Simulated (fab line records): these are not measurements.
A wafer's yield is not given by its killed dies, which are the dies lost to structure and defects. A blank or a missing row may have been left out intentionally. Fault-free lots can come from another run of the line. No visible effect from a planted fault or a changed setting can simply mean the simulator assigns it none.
Lot-split experiment    flow berkeleyCmos170    23 wafers read across 5 lots, on a route 331 steps long

== THE SPLIT ==
At UCB170_PWELL_COAT_08 (resist thk 900 nm), the setting spinRpm was moved away from the recipe's 1500 rpm on 11 of the 23 wafers read, by -6.9% to +6.5%. For the rest of the wafers, this setting stayed at what the recipe calls for.

Reading taken at the split's own step.

== THE READING ==
KrF_of_PWELL_COAT_08.thkNm (the simulator's own value, which no gauge read), in nm, at UCB170_PWELL_COAT_08 (resist thk 900 nm). The file gives no usual value for it. The 12 wafers here that ran the recipe average 899.7 nm, standard deviation 2.3 nm.

wafer   tool, chamber at the split  spinRpm as run, rpm  against the recipe  KrF_of_PWELL_COAT_08.thkNm, nm  against lot-mates on the recipe
L075.1  lithoTrack-04, 0            1598                 +6.5%               872.7                           -27.2
L075.2  lithoTrack-04, 0            1598                 +6.5%               872.7                           -27.2
L075.3  lithoTrack-04, 0            1500                 recipe              899.6                           -
L075.4  lithoTrack-04, 0            1598                 +6.5%               872.5                           -27.5
L075.6  lithoTrack-04, 0            1500                 recipe              900.3                           -
L078.3  lithoTrack-04, 0            1500                 recipe              896.1                           -
L078.4  lithoTrack-04, 0            1500                 recipe              897.9                           -
L078.6  lithoTrack-04, 0            1500                 recipe              896.2                           -
L080.1  lithoTrack-03, 0            1500                 recipe              903.3                           -
L080.2  lithoTrack-03, 0            1587                 +5.8%               876                             -23.8
L080.3  lithoTrack-03, 0            1500                 recipe              897.8                           -
L080.5  lithoTrack-03, 0            1500                 recipe              898.3                           -
L080.6  lithoTrack-03, 0            1587                 +5.8%               876.7                           -23.1
L081.1  lithoTrack-03, 0            1396                 -6.9%               932.5                           +31.0
L081.2  lithoTrack-03, 0            1396                 -6.9%               932                             +30.5
L081.3  lithoTrack-03, 0            1500                 recipe              902.3                           -
L081.4  lithoTrack-03, 0            1396                 -6.9%               933.9                           +32.4
L081.6  lithoTrack-03, 0            1500                 recipe              900.8                           -
L083.1  lithoTrack-04, 0            1465                 -2.3%               909.8                           +8.1
L083.2  lithoTrack-04, 0            1500                 recipe              900.9                           -
L083.4  lithoTrack-04, 0            1465                 -2.3%               913.3                           +11.6
L083.5  lithoTrack-04, 0            1500                 recipe              902.4                           -
L083.6  lithoTrack-04, 0            1465                 -2.3%               912.8                           +11.1

THE FIT
A straight line over all 23 wafers: KrF_of_PWELL_COAT_08.thkNm changes by -4.44 nm for each +1% of spinRpm; r = -0.99; the points scatter about the line by 2.2 nm.
The same after taking each lot's own level away (the mean of its wafers on the recipe; 23 wafers): -4.3 nm for each +1%; r = -1.00; scatter 1.4 nm.
Per that fit: largest spinRpm move, reading shift of 30 nm.
Across the lots, their own levels run from 896.73 to 901.65 nm, a range of 2.1 times the standard deviation given above.
The two slopes are in agreement: the lot-to-lot level therefore moves the slope only a little.
Check: with one of the wafers moved furthest among these (-6.9%) left out of the fit, the line predicts +30.1 nm for it against its lot-mates. Against them it came out at +31 nm.

== FURTHER SPLITS ON THESE WAFERS ==
Other splits were also applied to these wafers ahead of the reading. Each is held against what the fit with the lots' levels taken away leaves over:
other split on the same wafers   wafers away from the commonest value  r with KrF_of_PWELL_COAT_08.thkNm (lot level and that fit taken away)
UCB170_PWELL_OXIDATION_02 tempC  15                                    -0.13

== THE WHOLE CHAIN: every reading that the file lists as answering this split, in the file's order ==
step                   what it does       reading                                                                      change (the file's fit)               r (the file's)
UCB170_PWELL_COAT_08   resist thk 900 nm  KrF_of_PWELL_COAT_08.thkNm (the simulator's own value, which no gauge read)  -4.27 nm for each +1% of the setting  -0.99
UCB170_PWELL_STRIP_16  strips in O2       stripTimeToEndpointS                                                         withheld for each +1% of the setting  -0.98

== FILE'S OWN FIT ==
KrF_of_PWELL_COAT_08.thkNm changes by -4.27 nm for each +1% of spinRpm, r = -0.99.
